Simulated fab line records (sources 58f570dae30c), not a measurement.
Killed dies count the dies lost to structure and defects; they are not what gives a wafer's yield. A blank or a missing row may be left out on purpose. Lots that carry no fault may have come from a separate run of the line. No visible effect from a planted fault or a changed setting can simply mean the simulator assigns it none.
The tool behind it: which one? ; flow berkeley-cmos170 ; 45 wafers from 15 lots sampled at 4 of the route's 331 steps

WHAT THE GAUGES READ, wafer by wafer
UCB170_START_BOW_MEAS_00. Usual: INCOMING_BOW gives 0 um (standard deviation 6.7).
lot;measured;on;INCOMING_BOW (um);flag
L138;day 1 10:02;film-metro-04;7 -15 4;
L139;day 1 15:00;film-metro-04;-7 7 -5;
L140;day 1 20:00;film-metro-02;-4 -1 -12;
L141;day 2 01:00;film-metro-04;4 0 -4;
L142;day 2 06:00;film-metro-04;-16 5 -10;
L143;day 2 11:01;film-metro-03;-2 3 -1;
L144;day 2 16:01;film-metro-03;-3 -4 0;
L145;day 2 21:01;film-metro-03;-7 4 6;
L146;day 3 02:00;film-metro-04;12 -20 -1;
L147;day 3 07:00;film-metro-03;1 -1 2;
L150;day 3 22:01;film-metro-03;4 8 -3;
L155;day 4 23:00;film-metro-04;6 0 7;
L159;day 5 19:02;film-metro-03;1 -6 -3;
L160;day 6 00:00;film-metro-03;-6 2 8;
L161;day 6 05:00;film-metro-04;-4 3 -6;

UCB170_V1_OVL_MEAS_13. Usual: V1_OVL gives 1 nm (standard deviation 5).
lot;measured;on;V1_OVL (nm);flag
L138;day 7 14:19;overlay-01;8 6 6;
L139;day 7 14:40;overlay-01;5 -3 7;
L140;day 7 14:25;overlay-01;-1 -1 -9;
L141;day 7 21:40;overlay-02;6 10 6;
L142;day 8 07:59;overlay-01;-3 -11 -9;
L143;day 8 07:41;overlay-02;6 9 3;
L144;day 8 15:46;overlay-01;0 3 -2;
L150;day 9 14:56;overlay-01;-2 1 3;
L155;day 11 00:14;overlay-02;7 0 8;
L159;day 11 10:40;overlay-01;-8 1 -2;
L160;day 11 10:52;overlay-02;-5 -3 6;
L161;day 11 23:07;overlay-02;3 3 -7;

TOOL THAT RAN EACH LOT (tool first, then ch and the chambers of the sampled wafers, then the start)
lot;UCB170_NWELL_STRIP_15;UCB170_SDANNEAL_RTA_00
L138;plasma-asher-02 ch 0,1, day 2 12:38;rtp-anneal-01 ch 0, day 7 01:30
L139;plasma-asher-04 ch 0,1, day 2 14:15;rtp-anneal-01 ch 0, day 7 01:55
L140;plasma-asher-04 ch 0,1, day 2 17:19;rtp-anneal-01 ch 0, day 7 01:40
L141;plasma-asher-02 ch 0,1, day 2 22:35;rtp-anneal-01 ch 0, day 7 06:08
L142;plasma-asher-03 ch 0, day 3 03:40;rtp-anneal-01 ch 0, day 7 14:20
L143;plasma-asher-04 ch 0,1, day 3 03:45;rtp-anneal-02 ch 0, day 7 14:17
L144;plasma-asher-02 ch 0,1, day 3 12:30;rtp-anneal-02 ch 0, day 7 23:11
L145;plasma-asher-02 ch 0,1, day 3 19:32;rtp-anneal-01, day 7 23:41
L146;plasma-asher-03 ch 0, day 4 02:44;rtp-anneal-02, day 8 18:17
L147;plasma-asher-04 ch 0,1, day 4 02:24;rtp-anneal-01, day 8 17:28
L150;plasma-asher-03 ch 0,1, day 4 16:38;rtp-anneal-01 ch 0, day 8 23:23
L155;plasma-asher-02 ch 0,1, day 6 03:41;rtp-anneal-01 ch 0, day 10 10:12
L159;plasma-asher-04 ch 0,1, day 6 20:54;rtp-anneal-02 ch 0, day 10 18:52
L160;plasma-asher-02 ch 0,1, day 6 20:42;rtp-anneal-01 ch 0, day 10 18:23
L161;plasma-asher-04 ch 0,1, day 7 02:00;rtp-anneal-01 ch 0, day 11 05:00
- UCB170_NWELL_STRIP_15: strips in O2.
- UCB170_SDANNEAL_RTA_00: time 10 s.

WHAT THE TOOLS THEMSELVES READ (means of the sampled wafers that have a number; where no wafer has one, the mark that the record gives instead)
UCB170_NWELL_STRIP_15. Usual: drypump-motor-current-A 5.82 A, standard deviation 0.22; oes-product-au 0.721 a.u., standard deviation 0.0049; strip-time-to-endpoint-s 18.04 s, standard deviation 0.096.
lot;tool;drypump-motor-current-A (A);oes-product-au (a.u.);strip-time-to-endpoint-s (s);flag
L138;plasma-asher-02;5.66;0.724;17.98;
L139;plasma-asher-04;5.97;0.721;18.09;
L140;plasma-asher-04;5.95;0.721;18.02;
L141;plasma-asher-02;5.67;0.723;18.01;
L142;plasma-asher-03;5.93;0.723;17.91;
L143;plasma-asher-04;6.02;0.719;18.12;
L144;plasma-asher-02;5.52;0.720;17.95;
L145;plasma-asher-02;5.66;0.717;17.99;
L146;plasma-asher-03;5.90;0.719;17.87;
L147;plasma-asher-04;6.00;0.725;18.16;
L150;plasma-asher-03;5.74;0.727;18.00;
L155;plasma-asher-02;5.54;0.726;18.07;
L159;plasma-asher-04;5.99;0.724;17.99;
L160;plasma-asher-02;5.68;0.722;18.20;
L161;plasma-asher-04;6.02;0.719;18.06;

UCB170_SDANNEAL_RTA_00. Usual: anneal-temp-c-max 904.4, standard deviation 0.89; chamber-o2-ppm 1.999, standard deviation 0.021; lamp-power-pct 22.8 %, standard deviation 1.9; wafer_temp_C_max 903.8, standard deviation 0.77.
lot;tool;anneal-temp-c-max;chamber-o2-ppm;lamp-power-pct (%);wafer_temp_C_max;flag
L138;rtp-anneal-01;903.6;1.990;21.1;903.3;
L139;rtp-anneal-01;904.0;2.013;21.1;903.8;
L140;rtp-anneal-01;903.4;1.970;21.1;902.8;
L141;rtp-anneal-01;904.1;2.000;21.1;903.7;
L142;rtp-anneal-01;904.6;1.993;21.1;903.7;
L143;rtp-anneal-02;904.6;2.001;24.9;904.1;
L144;rtp-anneal-02;905.3;1.995;24.9;905.3;
L145;rtp-anneal-01;-;-;-;-;OFF
L146;rtp-anneal-02;-;-;-;-;OFF
L147;rtp-anneal-01;-;-;-;-;OFF
L150;rtp-anneal-01;904.0;2.024;21.1;903.9;
L155;rtp-anneal-01;905.5;1.971;21.1;903.9;
L159;rtp-anneal-02;906.4;1.993;24.9;904.0;
L160;rtp-anneal-01;903.7;2.011;21.1;902.9;
L161;rtp-anneal-01;904.1;2.007;21.1;903.9;

THE ANSWER, worked out from the rows above alone
Rule: a lot counts as off when the mean over its wafers that have a number is more than 3 standard deviations away from the usual mean. Also off: a lot with no number at a reading for which 4 or more lots have one. Where the step has rows for the other lots, those lots are counted as sound. After the gauges, taken in route order, come the tools' own readings; for these a lot's mean is taken, as printed above. At the first step where some lot is off, the reading lying furthest off is the one used; lots without a number count as furthest.
Off: L145, L146, L147 (UCB170_SDANNEAL_RTA_00, anneal-temp-c-max). Without a number there: L145, L146, L147.
If a tool, at that step or one of the process steps before it, ran each lot that is off and ran no sound lot following the first of them, it fits. Not one of the candidates tried fits.

WHAT THE SIMULATOR HAD INSERTED
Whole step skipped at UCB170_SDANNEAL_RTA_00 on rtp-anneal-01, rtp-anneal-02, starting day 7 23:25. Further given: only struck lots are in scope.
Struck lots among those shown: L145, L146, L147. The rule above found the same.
